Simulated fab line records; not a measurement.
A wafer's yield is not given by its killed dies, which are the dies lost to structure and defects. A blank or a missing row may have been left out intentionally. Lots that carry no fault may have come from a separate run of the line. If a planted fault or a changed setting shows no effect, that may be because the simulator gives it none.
fab line records | flow rit_cmos
[record] lots = 14 | wafers = 42 | last_day = 7
route steps=202 shown FOX2@23
lots that met no fault: from a run of the same line without faults
start_h: hours from the record's first day to the start of the lot's first wafer shown | wait_h: hours from the lot's prior step to this one | " the same as in the row above | L1.1+2: one row covering several wafers at once | - value missing, or start not given | * or withheld: withheld | < > ~ a bound
route shown NAME@n: NAME is a module with steps in the file, n the number in the route of the first one | usual: mean and standard deviation over wafers with no fault | same: alike in all rows | chamber/n: place in a boat | sites: per-site readings | _std_site: how widely they spread, as a standard deviation | _edge_site: inner sites' mean taken away from outer sites' mean | radius_mm: how far each site lies from the wafer's centre | mask NAME#n: copy n | behind: the last tool/chamber to shape the wafer | hold: the reason the lot was held/the length of the hold in hours/how it ended | device: the transistor (n, p or np) that didn't switch | end of line: the route-end tests of the same wafers | step lacking rows: just its recipe | killed: the dies lost at the first sort to structure and to defects; this is not the yield of the wafer | map: dies across one wafer; x = killed, . = not, _ = none there
set.NAME: the setting as run; set.NAME@STEP: as run at that earlier step | model.NAME: the simulator's own value behind a step, which no gauge read
steps of the route over a sample of lots; a table a step, a row a wafer
services: from which hour (start_h, from the record's first day; less than 0 if before it) a tool's chamber was out of use, for how many hours, and why
[[steps]]
[step RIT_FOX2_OXIDATION_00]
[recipe] temp_c = 1100 | ambient = H2O | target_thk_a = 3507 | p_h2o_torr = 720 | ox_time_s = 1130
[usual] ox_time_s = 1130/0
lot.wafer | tool       | chamber | start_h | wait_h | ox_time_s
L549.2    | furnace-02 | 0       | 18.83   | 0.0    | 1130
L549.3    | "          | 0       | "       | "      | 1130
L549.4    | "          | 0       | "       | "      | 1130
L550.1    | furnace-02 | 0       | 23.26   | 0.0    | 1130
L550.3    | "          | 0       | "       | "      | 1130
L550.6    | "          | 0       | "       | "      | 1130
L554.1    | furnace-03 | 0       | 43.03   | 0.0    | 1130
L554.2    | "          | 0       | "       | "      | 1130
L554.6    | "          | 0       | "       | "      | 1130
L555.1    | furnace-01 | 0       | 49.03   | 0.6    | 1130
L555.4    | "          | 0       | "       | "      | 1130
L555.6    | "          | 0       | "       | "      | 1130
L556.1    | furnace-03 | 0       | 54.03   | 0.0    | 1130
L556.3    | "          | 0       | "       | "      | 1130
L556.6    | "          | 0       | "       | "      | 1130
L558.1    | furnace-01 | 0       | 62.05   | 0.1    | 1130
L558.3    | "          | 0       | "       | "      | 1130
L558.6    | "          | 0       | "       | "      | 1130
L560.4    | furnace-01 | 0       | 73.54   | 0.0    | 1130
L560.5    | "          | 0       | "       | "      | 1130
L560.6    | "          | 0       | "       | "      | 1130
L561.2    | furnace-03 | 0       | 78.06   | 0.9    | 1130
L561.3    | "          | 0       | "       | "      | 1130
L561.5    | "          | 0       | "       | "      | 1130
L562.2    | furnace-03 | 0       | 83.43   | 0.0    | 1130
L562.5    | "          | 0       | "       | "      | 1130
L562.6    | "          | 0       | "       | "      | 1130
L563.3    | furnace-01 | 0       | 87.17   | 0.0    | 1130
L563.4    | "          | 0       | "       | "      | 1130
L563.5    | "          | 0       | "       | "      | 1130
L565.2    | furnace-01 | 0       | 97.48   | 0.0    | 1130
L565.3    | "          | 0       | "       | "      | 1130
L565.6    | "          | 0       | "       | "      | 1130
L566.3    | furnace-01 | 0       | 103.24  | 0.0    | 1130
L566.4    | "          | 0       | "       | "      | 1130
L566.5    | "          | 0       | "       | "      | 1130
L568.3    | furnace-01 | 0       | 112.04  | 0.0    | 2147
L568.4    | "          | 0       | "       | "      | 2147
L568.5    | "          | 0       | "       | "      | 2147
L571.3    | furnace-01 | 0       | 127.92  | 0.0    | 2147
L571.4    | "          | 0       | "       | "      | 2147
L571.5    | "          | 0       | "       | "      | 2147
[step RIT_FOX2_THK_MEAS_01]
[recipe] reads = SiO2_of_FOX2_OXIDATION_00
[usual] FOX2_OXIDE_THK = 345/7.3
lot.wafer | tool          | chamber | start_h | wait_h | FOX2_OXIDE_THK[nm]
L549.2    | film_metro-04 | -       | 20.15   | 0.0    | 350
L549.3    | "             | -       | "       | "      | 352
L549.4    | "             | -       | "       | "      | 350
L550.1    | film_metro-04 | -       | 24.57   | 0.0    | 353
L550.3    | "             | -       | "       | "      | 348
L550.6    | "             | -       | "       | "      | 352
L554.1    | film_metro-04 | -       | 44.34   | 0.0    | 340
L554.2    | "             | -       | "       | "      | 339
L554.6    | "             | -       | "       | "      | 336
L555.1    | film_metro-02 | -       | 50.35   | 0.0    | 333
L555.4    | "             | -       | "       | "      | 330
L555.6    | "             | -       | "       | "      | 333
L556.1    | film_metro-02 | -       | 55.34   | 0.0    | 349
L556.3    | "             | -       | "       | "      | 347
L556.6    | "             | -       | "       | "      | 348
L558.1    | film_metro-04 | -       | 63.37   | 0.0    | 351
L558.3    | "             | -       | "       | "      | 348
L558.6    | "             | -       | "       | "      | 343
L560.4    | film_metro-04 | -       | 74.89   | 0.0    | 352
L560.5    | "             | -       | "       | "      | 354
L560.6    | "             | -       | "       | "      | 350
L561.2    | film_metro-03 | -       | 79.39   | 0.0    | 340
L561.3    | "             | -       | "       | "      | 338
L561.5    | "             | -       | "       | "      | 339
L562.2    | film_metro-02 | -       | 84.75   | 0.0    | 344
L562.5    | "             | -       | "       | "      | 344
L562.6    | "             | -       | "       | "      | 340
L563.3    | film_metro-04 | -       | 88.50   | 0.0    | 346
L563.4    | "             | -       | "       | "      | 345
L563.5    | "             | -       | "       | "      | 346
L565.2    | film_metro-03 | -       | 98.80   | 0.0    | 350
L565.3    | "             | -       | "       | "      | 349
L565.6    | "             | -       | "       | "      | 351
L566.3    | film_metro-02 | -       | 104.58  | 0.0    | 341
L566.4    | "             | -       | "       | "      | 345
L566.5    | "             | -       | "       | "      | 343
L568.3    | film_metro-04 | -       | 113.37  | 0.0    | 498
L568.4    | "             | -       | "       | "      | 497
L568.5    | "             | -       | "       | "      | 491
L571.3    | film_metro-02 | -       | 129.25  | 0.0    | 501
L571.4    | "             | -       | "       | "      | 503
L571.5    | "             | -       | "       | "      | 504
[step RIT_FOX2_THK_MEAS_90]
[recipe] reads = SiO2_of_FOX2_OXIDATION_00
[usual] FIELD_OXIDE_LEFT_1_THK = 317/7.3
lot.wafer | tool          | chamber | start_h | wait_h | FIELD_OXIDE_LEFT_1_THK[nm]
L549.2    | film_metro-04 | -       | 21.03   | 0.0    | 324
L549.3    | "             | -       | "       | "      | 325
L549.4    | "             | -       | "       | "      | 324
L550.1    | film_metro-02 | -       | 25.45   | 0.0    | 325
L550.3    | "             | -       | "       | "      | 321
L550.6    | "             | -       | "       | "      | 324
L554.1    | film_metro-02 | -       | 45.22   | 0.0    | 312
L554.2    | "             | -       | "       | "      | 311
L554.6    | "             | -       | "       | "      | 309
L555.1    | film_metro-03 | -       | 51.98   | 0.0    | 306
L555.4    | "             | -       | "       | "      | 302
L555.6    | "             | -       | "       | "      | 305
L556.1    | film_metro-03 | -       | 56.22   | 0.0    | 321
L556.3    | "             | -       | "       | "      | 320
L556.6    | "             | -       | "       | "      | 320
L558.1    | film_metro-03 | -       | 64.25   | 0.0    | 323
L558.3    | "             | -       | "       | "      | 320
L558.6    | "             | -       | "       | "      | 316
L560.4    | film_metro-03 | -       | 75.91   | 0.0    | 325
L560.5    | "             | -       | "       | "      | 327
L560.6    | "             | -       | "       | "      | 323
L561.2    | film_metro-03 | -       | 80.26   | 0.0    | 312
L561.3    | "             | -       | "       | "      | 310
L561.5    | "             | -       | "       | "      | 311
L562.2    | film_metro-03 | -       | 85.70   | 0.0    | 317
L562.5    | "             | -       | "       | "      | 317
L562.6    | "             | -       | "       | "      | 313
L563.3    | film_metro-03 | -       | 89.38   | 0.0    | 319
L563.4    | "             | -       | "       | "      | 318
L563.5    | "             | -       | "       | "      | 319
L565.2    | film_metro-02 | -       | 99.69   | 0.0    | 322
L565.3    | "             | -       | "       | "      | 321
L565.6    | "             | -       | "       | "      | 324
L566.3    | film_metro-02 | -       | 105.46  | 0.0    | 313
L566.4    | "             | -       | "       | "      | 318
L566.5    | "             | -       | "       | "      | 316
L568.3    | film_metro-03 | -       | 114.25  | 0.0    | 470
L568.4    | "             | -       | "       | "      | 470
L568.5    | "             | -       | "       | "      | 464
L571.3    | film_metro-02 | -       | 130.13  | 0.0    | 474
L571.4    | "             | -       | "       | "      | 476
L571.5    | "             | -       | "       | "      | 477
[step RIT_FOX2_THK_MEAS_91]
[recipe] reads = SiO2_of_FOX2_OXIDATION_00
[usual] FIELD_OXIDE_LEFT_2_THK = 249/7.4
lot.wafer | tool          | chamber | start_h | wait_h | FIELD_OXIDE_LEFT_2_THK[nm]
L549.2    | film_metro-03 | -       | 33.83   | 0.0    | 256
L549.3    | "             | -       | "       | "      | 258
L549.4    | "             | -       | "       | "      | 256
L550.1    | film_metro-04 | -       | 37.93   | 0.0    | 257
L550.3    | "             | -       | "       | "      | 252
L550.6    | "             | -       | "       | "      | 257
L554.1    | film_metro-04 | -       | 58.19   | 0.0    | 244
L554.2    | "             | -       | "       | "      | 243
L554.6    | "             | -       | "       | "      | 241
L555.1    | film_metro-04 | -       | 64.39   | 0.0    | 237
L555.4    | "             | -       | "       | "      | 234
L555.6    | "             | -       | "       | "      | 237
L556.1    | film_metro-04 | -       | 68.51   | 0.0    | 254
L556.3    | "             | -       | "       | "      | 254
L556.6    | "             | -       | "       | "      | 254
L558.1    | film_metro-03 | -       | 77.14   | 0.0    | 256
L558.3    | "             | -       | "       | "      | 252
L558.6    | "             | -       | "       | "      | 247
L560.4    | film_metro-03 | -       | 88.14   | 0.0    | 257
L560.5    | "             | -       | "       | "      | 258
L560.6    | "             | -       | "       | "      | 255
L561.2    | film_metro-03 | -       | 92.93   | 0.0    | 244
L561.3    | "             | -       | "       | "      | 242
L561.5    | "             | -       | "       | "      | 242
L562.2    | film_metro-04 | -       | 98.44   | 0.0    | 249
L562.5    | "             | -       | "       | "      | 248
L562.6    | "             | -       | "       | "      | 244
L563.3    | film_metro-02 | -       | 101.78  | 0.0    | 250
L563.4    | "             | -       | "       | "      | 249
L563.5    | "             | -       | "       | "      | 250
L565.2    | film_metro-02 | -       | 112.23  | 0.0    | 253
L565.3    | "             | -       | "       | "      | 253
L565.6    | "             | -       | "       | "      | 255
L566.3    | film_metro-03 | -       | 118.16  | 0.0    | 246
L566.4    | "             | -       | "       | "      | 250
L566.5    | "             | -       | "       | "      | 248
L568.3    | film_metro-02 | -       | 126.30  | 0.0    | 403
L568.4    | "             | -       | "       | "      | 402
L568.5    | "             | -       | "       | "      | 397
L571.3    | film_metro-03 | -       | 142.96  | 0.0    | 404
L571.4    | "             | -       | "       | "      | 407
L571.5    | "             | -       | "       | "      | 407
[[services]]
tool       | chamber | start_h | hours | kind
furnace-02 | -       | 10.57   | 3.2   | pm
furnace-01 | -       | 76.94   | 2.8   | pm
[[key]]
[first_sign] step = RIT_FOX2_OXIDATION_00 | reading = ox_time_s | direction = up | sigmas = 99+ | usual = * | struck = *
[effect] step = RIT_FOX2_THK_MEAS_01 | reading = FOX2_OXIDE_THK | direction = up | sigmas = 21 | usual = 345 | struck = 499
[effect] step = RIT_FOX2_THK_MEAS_90 | reading = FIELD_OXIDE_LEFT_1_THK | direction = up | sigmas = 21 | usual = 317 | struck = 472
[effect] step = RIT_FOX2_THK_MEAS_91 | reading = FIELD_OXIDE_LEFT_2_THK | direction = up | sigmas = 21 | usual = 249 | struck = 403
met_at RIT_FOX2_OXIDATION_00
struck_lots L568,L571
tester_left_out L568,L571
onset_between 103.24 112.04
[fault] kind = process_parameter_drift | tool = furnace-01 | chamber = - | onset_h = 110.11 | steps = RIT_FOX2_OXIDATION_00 | channel = ox_time_s | offset = * | shape = step | end_h = 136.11 | acts_in = * | stated = *
// tester_left_out: of these lots the tester's yield and bins aren't shown, on N5 and GAA mostly nor the transistor test; their killed dies are dies lost to structure and defects alone, not to doping, threshold or leakage, so they don't give the yield
